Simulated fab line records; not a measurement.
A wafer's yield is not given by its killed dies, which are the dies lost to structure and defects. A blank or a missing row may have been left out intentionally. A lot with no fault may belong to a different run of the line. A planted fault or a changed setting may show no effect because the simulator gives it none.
Split-lot experiment + flow berkeley cmos170 + 23 wafers read from 5 lots, route of 331 steps

SPLIT DETAILS
At UCB170_V2_CMP_02 (polishes SiO2), the setting leave above ref nm was moved away from the recipe's 1000 nm on 9 of the 23 wafers read, by -5.4% to +2.7%. For the rest of the wafers, this setting stayed at what the recipe calls for.

There is no step in the file separating the split from the reading.

THE READING
At UCB170_V2_THK_MEAS_04: V2_POLISHED_THK, given in nm. Fault-free wafers of this fab line usually give 1000.2 nm, standard deviation 1.1 nm.

| wafer  | tool, chamber at the split | leave above ref nm as run, nm | against the recipe | V2_POLISHED_THK, nm | against lot-mates on the recipe |
|--------|----------------------------|-------------------------------|--------------------|---------------------|---------------------------------|
| L075.1 | cmp-01, 2                  | 1000                          | recipe             | 999.0               | -                               |
| L075.2 | cmp-01, 1,3                | 1027                          | +2.7%              | 1026.3              | +26.9                           |
| L075.3 | cmp-01, 3                  | 1000                          | recipe             | 999.7               | -                               |
| L075.4 | cmp-01, 0                  | 1027                          | +2.7%              | 1027.6              | +28.2                           |
| L075.5 | cmp-01, 1,3                | 1027                          | +2.7%              | 1026.8              | +27.4                           |
| L078.3 | cmp-01, 2                  | 1000                          | recipe             | 1002.5              | -                               |
| L078.5 | cmp-01, 1                  | 1000                          | recipe             | 999.1               | -                               |
| L078.6 | cmp-01, 2                  | 1000                          | recipe             | 1001.0              | -                               |
| L079.2 | cmp-01, 0,3,1              | 1000                          | recipe             | 1000.2              | -                               |
| L079.3 | cmp-01, 2                  | 1000                          | recipe             | 998.5               | -                               |
| L079.4 | cmp-01, 0,3,1              | 1000                          | recipe             | 1001.8              | -                               |
| L079.5 | cmp-01, 0                  | 1000                          | recipe             | 999.8               | -                               |
| L079.6 | cmp-01, 0,3,1              | 1000                          | recipe             | 1000.9              | -                               |
| L082.1 | cmp-02, 1                  | 946                           | -5.4%              | 945.6               | -54.0                           |
| L082.2 | cmp-02, 0                  | 946                           | -5.4%              | 943.3               | -56.4                           |
| L082.3 | cmp-02, 3                  | 946                           | -5.4%              | 946.4               | -53.2                           |
| L082.4 | cmp-02, 2                  | 1000                          | recipe             | 1000.3              | -                               |
| L082.5 | cmp-02, 0                  | 1000                          | recipe             | 999.0               | -                               |
| L084.2 | cmp-01, 2,0                | 1000                          | recipe             | 999.7               | -                               |
| L084.3 | cmp-01, 3                  | 954.9                         | -4.5%              | 955.7               | -44.3                           |
| L084.4 | cmp-01, 0                  | 954.9                         | -4.5%              | 955.6               | -44.4                           |
| L084.5 | cmp-01, 2,0                | 1000                          | recipe             | 1000.3              | -                               |
| L084.6 | cmp-01, 3                  | 954.9                         | -4.5%              | 956.9               | -43.1                           |
If several chambers appear in one row, that row covers several wafers at once and the file leaves open which wafer was in which chamber.

THE FIT
A straight line over all 23 wafers: V2_POLISHED_THK changes by +10 nm for each +1% of leave above ref nm; r = +1.00; the points scatter about the line by 1.2 nm.
The same after taking each lot's own level away (the mean of its wafers on the recipe; 23 wafers): +10 nm for each +1%; r = +1.00; scatter 1.1 nm.
The reading moves by 54 nm for the largest change in leave above ref nm, on that fit.
The span of the lots' own levels, 999.35 to 1000.87 nm, comes to 1.4 times the standard deviation stated above.
So the lot-to-lot level changes the slope little: the two slopes agree.
Check: for one of the wafers moved furthest among these (-5.4%), held out of the fit, the line's prediction against its lot-mates is -53.8 nm. Against them it came out at -54 nm.

OTHER SPLITS ON THESE WAFERS
Before the reading, these wafers also passed through other splits. Each is held against what the fit with the lots' levels taken away leaves over:
| other split on the same wafers        | wafers away from the commonest value | r with V2_POLISHED_THK (lot level and that fit taken away) |
|---------------------------------------|--------------------------------------|------------------------------------------------------------|
| UCB170_CONTACT_COAT_10 spin rpm       | 7                                    | -0.22                                                      |
| UCB170_CONTACT_ETCH_17 pressure mtorr | 18                                   | +0.05                                                      |
| UCB170_M1_COAT_04 resist thk nm       | 5                                    | -0.06                                                      |
| UCB170_V1_PEB_10 peb temp c           | 9                                    | -0.13                                                      |
| UCB170_V1_ETCH_14 time s              | 8                                    | +0.22                                                      |

THE WHOLE CHAIN: every reading that the file lists as answering this split, in the file's order
| step                  | what it does                                                              | reading                                                                   | change (the file's fit)            | r (the file's) |
|-----------------------|---------------------------------------------------------------------------|---------------------------------------------------------------------------|------------------------------------|----------------|
| UCB170_V2_CMP_02      | polishes SiO2                                                             | SiO2_of_V2_CVD_00.thk nm (the simulator's own value, which no gauge read) | +10 nm for each +1% of the setting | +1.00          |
| UCB170_V2_THK_MEAS_04 |                                                                           | V2_POLISHED_THK                                                           | +9.99 for each +1% of the setting  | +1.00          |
| UCB170_V2_ETCH_14     | etches SiO2 in CHF3/CF4/Ar, stops on Al, target depth 1250 nm, time 291 s | V2.feature depth nm (the simulator's own value, which no gauge read)      | +10 nm for each +1% of the setting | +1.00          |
| UCB170_V2_ETCH_14     | etches SiO2 in CHF3/CF4/Ar, stops on Al, target depth 1250 nm, time 291 s | etch.depth nm (the simulator's own value, which no gauge read)            | +10 nm for each +1% of the setting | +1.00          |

FILE'S OWN FIT
V2_POLISHED_THK changes by +9.99 nm for each +1% of leave above ref nm, r = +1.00.
